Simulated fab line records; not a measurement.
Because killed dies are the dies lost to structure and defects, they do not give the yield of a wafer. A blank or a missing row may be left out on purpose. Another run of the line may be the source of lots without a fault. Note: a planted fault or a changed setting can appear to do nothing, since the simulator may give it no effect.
What tool caused it? | flow berkeley_cmos170 | Sampling: 7 lots, 21 wafers, 4 of 331 route steps

== WHAT THE GAUGES SHOWED, per wafer ==
UCB170_SDANNEAL_RS_MEAS_03: a four-point-probe measurement.
lot  | measured     | on            | NSD_RS (ohm/sq)
L694 | day 7 03:35  | film_metro-02 | 37.33 37.16 37.32
L692 | day 7 03:58  | film_metro-01 | 37.20 37.17 37.33
L696 | day 8 03:29  | film_metro-01 | 37.09 37.21 37.22
L701 | day 8 22:24  | film_metro-03 | 45.34 45.54 45.45 45.25 45.43 45.40
L707 | day 10 15:58 | film_metro-01 | 37.28 37.40 37.33
L710 | day 11 05:56 | film_metro-02 | 37.42 37.39 37.34
L713 | day 11 10:27 | film_metro-01 | 37.25 37.14 37.29

== WHAT TOOL EACH LOT RAN ON (gives the tool, then ch and the chambers of the sampled wafers, and finally the start) ==
lot  | UCB170_GATE_STRIP_16                 | UCB170_NSD_IMPLANT_08           | UCB170_NSD_STRIP_09
L694 | plasma_asher-03 ch 0,1, day 6 12:08  | implanter-02 ch 0, day 7 02:07  | plasma_asher-04 ch 0,1, day 7 02:14
L692 | plasma_asher-02 ch 0,1, day 6 12:13  | implanter-04 ch 0, day 7 02:27  | plasma_asher-02 ch 0,1, day 7 02:36
L696 | plasma_asher-02 ch 1, day 7 12:01    | implanter-02 ch 0, day 8 01:35  | plasma_asher-04 ch 0,1, day 8 01:44
L701 | plasma_asher-03 ch 0,1, day 8 08:33  | implanter-04 ch 0, day 8 17:58  | plasma_asher-04 ch 0,1, day 8 18:07
L707 | plasma_asher-03 ch 0,1, day 10 00:44 | implanter-03 ch 0, day 10 13:01 | plasma_asher-03 ch 0,1, day 10 13:08
L710 | plasma_asher-02 ch 0,1, day 10 14:02 | implanter-03 ch 0, day 11 04:23 | plasma_asher-03 ch 0,1, day 11 04:32
L713 | plasma_asher-03 ch 0,1, day 10 21:19 | implanter-02 ch 0, day 11 08:54 | plasma_asher-03 ch 0,1, day 11 09:03
- UCB170_GATE_STRIP_16: strips in O2.
- UCB170_NSD_IMPLANT_08
- UCB170_NSD_STRIP_09: strips in O2.

== THE ANSWER, worked out from the rows above alone ==
Rule: the usual values come from the lots themselves. Put in order of their means at a reading, lots are off if they are a third of the lots or fewer, leave a main group of 4 or more, and stand apart from it by a gap of 3 or more times the standard deviation of the main group's means; of several such gaps the widest counts. If all means in a main group match to the digits the tables above print for the reading, that group is not used. A lot without any number at a reading at which 4 lots or more have one is off too. All remaining lots with rows at the step are treated as sound.
Off: at UCB170_SDANNEAL_RS_MEAS_03 (NSD_RS), L701. For the main group the mean is 37.27 ohm/sq and the standard deviation 0.071.
A tool fits if, at a process step before that reading, it ran every lot that is off, and no sound lot after the first of them. Those tools and the gauges at UCB170_SDANNEAL_RS_MEAS_03 are tried in the same way. Can't be told from this: 3 tools fit, implanter-04 at UCB170_NSD_IMPLANT_08, plasma_asher-04 at UCB170_NSD_STRIP_09, film_metro-03 at UCB170_SDANNEAL_RS_MEAS_03.

== WHAT THE SIMULATOR PUT IN ==
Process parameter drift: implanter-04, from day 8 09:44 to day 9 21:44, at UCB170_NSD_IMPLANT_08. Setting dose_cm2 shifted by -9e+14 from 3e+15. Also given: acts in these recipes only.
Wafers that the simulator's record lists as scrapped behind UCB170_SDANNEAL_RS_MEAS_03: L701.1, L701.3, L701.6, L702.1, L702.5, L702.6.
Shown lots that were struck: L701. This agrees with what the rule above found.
